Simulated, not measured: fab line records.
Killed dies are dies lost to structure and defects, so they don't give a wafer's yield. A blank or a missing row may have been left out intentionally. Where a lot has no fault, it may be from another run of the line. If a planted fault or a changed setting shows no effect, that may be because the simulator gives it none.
A lot that was struck, set against a sound lot | flow rit cmos | 19 out of 202 route steps
Sound: the wafers L830.1, L830.2, L830.5. Struck: wafers L820.1, L820.2, L820.3. The cause is given at the end.
For every step that has rows: the tool of each side, followed by ch and its chambers, followed by its first start. Under that, the readings that differ: sound wafers | struck wafers | difference of the means | sigmas: that difference in standard deviations of wafers without a fault.
alike: words and numbers the same on both sides, and readings whose means are apart by under 2 such deviations; not compared: readings that were withheld, readings missing a value for some wafer, numbers with overlapping values and no deviation given by the record, and bounds like >300 which may hide the same value.
The two part at a step that has a row with sigmas, a row that says differs or no value, or rows on one side only. Non-overlapping numbers with no deviation appear without sigmas and do not part them. Lack of a reading on every wafer of one side parts them only where that side has two or more wafers.

first, 2 steps without rows for these wafers: RIT_NSD_PEB_04; RIT_NSD_DEVELOP_05 (develop time 50 s).
RIT_NSD_OVL_MEAS_06:
  sound on overlay-01, day 6 02:16; struck on overlay-02, day 4 01:59
  alike: NSD_OVL
then, 2 steps without rows for these wafers: RIT_NSD_HARDBAKE_07 (time 60 s); RIT_NSD_IMPLANT_08.
RIT_NSD_STRIP_09: strips in O2, time 180 s.
  sound on plasma asher-01 ch 0,1, day 6 02:37; struck on plasma asher-03 ch 0,1, day 4 02:19
  alike: drypump motor current A
  not compared: rf hours counter h
RIT_NSD_TW_MEAS_10:
  sound on film metro-03, day 6 02:47; struck on film metro-02, day 4 02:29
  alike: NSD_TW
then, 5 steps without rows for these wafers: RIT_PSD_HMDS_00 (prime time 60 s); RIT_PSD_COAT_01 (resist thk 1000 nm); RIT_PSD_SOFTBAKE_02 (time 60 s); RIT_PSD_EXPOSE_03 (exposes mask M10, target cd 40900 nm); RIT_PSD_PEB_04.
RIT_PSD_DEVELOP_05: develop time 50 s.
  sound on litho track-03 ch 0, day 6 03:00; struck on litho track-04 ch 0, day 4 03:00
RIT_PSD_OVL_MEAS_06:
  sound on overlay-01, day 6 03:41; struck on overlay-02, day 4 03:31
  alike: PSD_OVL
then, 2 steps without rows for these wafers: RIT_PSD_HARDBAKE_07 (time 60 s); RIT_PSD_IMPLANT_08.
RIT_PSD_STRIP_09: strips in O2, time 180 s.
  sound on plasma asher-01 ch 0,1, day 6 04:02; struck on plasma asher-01 ch 0,1, day 4 03:52
  alike: drypump motor current A
  not compared: rf hours counter h
RIT_PSD_TW_MEAS_10:
  sound on film metro-01, day 6 04:13; struck on film metro-02, day 4 04:02
  reading | sound          | struck   | difference | sigmas
  PSD_TW  | 3421 3401 3402 | 30 30 30 | -3378      | -99 or more
then, 1 step without rows for these wafers: RIT_SDANNEAL_CLEAN_00 (cleans in SC1, time 600 s).

## WHERE THEY PART
At RIT_PSD_TW_MEAS_10 and nowhere else, as far as this record goes.

WHY: the cause the simulator had injected
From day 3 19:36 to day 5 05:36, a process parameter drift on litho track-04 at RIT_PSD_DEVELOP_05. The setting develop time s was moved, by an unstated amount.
